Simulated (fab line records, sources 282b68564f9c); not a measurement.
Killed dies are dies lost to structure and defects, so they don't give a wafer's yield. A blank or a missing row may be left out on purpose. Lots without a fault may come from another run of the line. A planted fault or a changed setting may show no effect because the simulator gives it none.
A struck lot beside a sound one | flow rit_cmos | 15 steps out of a route of 202
Sound: wafers L912.3, L912.5, L912.6. Struck: wafer L923.2. (L923.3, L923.5 of the same lot were not struck and are left out.) The cause comes at the end.
At each step with rows: each side's tool, then ch and its chambers, then its first start. Under that, the readings that differ: sound wafers | struck wafers | difference of the means | sigmas: that difference in standard deviations of wafers without a fault.
alike: readings whose means differ by less than 2 such deviations, and words and numbers that are the same on both sides. not compared: withheld readings, readings that some wafer has no value for, bounds like >300 that may hide the same value, and numbers for which the record gives no deviation and whose values overlap.
The two part at a step that has a row with sigmas, a row that says differs or no value, or rows on one side only. Numbers that don't overlap but have no deviation are shown without sigmas and don't part them. A reading that every wafer of one side lacks parts them only if that side has two wafers or more.

first, 2 steps without rows for these wafers: RIT_REOX_CLEAN_02 (cleans in SC2, time 600 s); RIT_REOX_OXIDATION_03 (target thk 25.2 nm, ox time 5580 s).
RIT_REOX_THK_MEAS_04:
  sound on film_metro-04, day 4 09:19; struck on film_metro-02, day 6 19:37
  alike: REOX_OXIDE_THK
then, 6 steps without rows for these wafers: RIT_NLDD_HMDS_00 (prime time 60 s); RIT_NLDD_COAT_01 (resist thk 1000 nm); RIT_NLDD_SOFTBAKE_02 (time 60 s); RIT_NLDD_EXPOSE_03 (exposes mask M7, target cd 40700 nm); RIT_NLDD_PEB_04; RIT_NLDD_DEVELOP_05 (develop time 50 s).
RIT_NLDD_OVL_MEAS_06:
  sound on overlay-01, day 4 10:13; struck on overlay-02, day 6 20:38
  alike: NLDD_OVL
then, 2 steps without rows for these wafers: RIT_NLDD_HARDBAKE_07 (time 60 s); RIT_NLDD_IMPLANT_08.
RIT_NLDD_STRIP_09: strips in O2, time 180 s.
  sound on plasma_asher-02 ch 0,1, day 4 10:36; struck on plasma_asher-02 ch 1, day 6 20:58
  reading                        | sound          | struck | difference                   | sigmas
  chamber_pressure_mTorr (mTorr) | 4001 4003 4005 | 2004   | -1999                        | -99 or more
  rf_hours_counter_h (h)         | - - -          | 52     | no value on the sound wafers |
  alike: drypump_motor_current_A
RIT_NLDD_TW_MEAS_10:
  sound on film_metro-02, day 4 10:44; struck on film_metro-02, day 6 21:10
  alike: NLDD_TW
RIT_M1_PROBE_99:
  sound on prober-01, day 5 01:41; struck on prober-02, day 7 15:38
  alike: killed_at_contacts, killed_at_front_end, killed_dies, killed_open, killed_short

WHERE THEY PART
Only at RIT_NLDD_STRIP_09, within this record. Later steps at which nothing parts them and some readings are alike: RIT_NLDD_TW_MEAS_10, RIT_M1_PROBE_99.

WHY: what the simulator had put in
Process parameter drift: plasma_asher-02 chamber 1, from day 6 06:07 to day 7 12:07, at RIT_NLDD_STRIP_09. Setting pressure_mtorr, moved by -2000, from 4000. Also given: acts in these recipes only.
